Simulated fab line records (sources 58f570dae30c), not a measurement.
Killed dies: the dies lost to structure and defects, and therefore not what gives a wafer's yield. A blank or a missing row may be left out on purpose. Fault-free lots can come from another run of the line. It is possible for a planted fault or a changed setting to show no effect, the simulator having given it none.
Chamber matching + flow berkeley-cmos170 + rie-diel-01 running UCB170_NWELL_ETCH_13: 4 sister chambers
The step etches Si3N4 in CH3F/Ar/O2, stops on SiO2, target depth 246.4 nm, time 154 s. 4 wafers are shown with their chamber, then 7 later ones without.

## WAFERS, EACH WITH ITS CHAMBER
| wafer  | chamber | drypump-motor-current-A (A) |
|--------|---------|-----------------------------|
| L579.5 | 3       | 5.1                         |
| L584.2 | 0       | 6.4                         |
| L589.1 | 1       | 4.9                         |
| L589.3 | 2       | 5.9                         |

## WAFERS WITH NO CHAMBER GIVEN
| wafer  | drypump-motor-current-A (A) |
|--------|-----------------------------|
| L589.6 | 5.8                         |
| L590.1 | 5.1                         |
| L590.3 | 4.9                         |
| L590.4 | 6.4                         |
| L597.2 | 5.1                         |
| L597.3 | 5.9                         |
| L597.4 | 6.4                         |

## WHICH CHAMBER EACH WENT THROUGH
| wafer  | from the rows above | in truth |
|--------|---------------------|----------|
| L589.6 | 2                   | 2        |
| L590.1 | 3                   | 3        |
| L590.3 | 1                   | 1        |
| L590.4 | 0                   | 0        |
| L597.2 | 3                   | 3        |
| L597.3 | 2                   | 2        |
| L597.4 | 0                   | 0        |
Correctly placed: 7 of 7. Not placeable from these rows: 0. Placed wrongly: 0.
How it was worked out, from the rows above alone: a wafer's distance from a chamber is the root of the sum, over the readings, of the square of ((its reading less the chamber's mean) divided by the reading's scatter). The wafer belongs to the nearest chamber; if the next one is less than 2 further off, it can't be placed. A chamber's mean is the mean of its shown wafers. The scatter: root of mean squared gap, hidden wafer to nearest shown wafer, with one shown wafer a chamber.
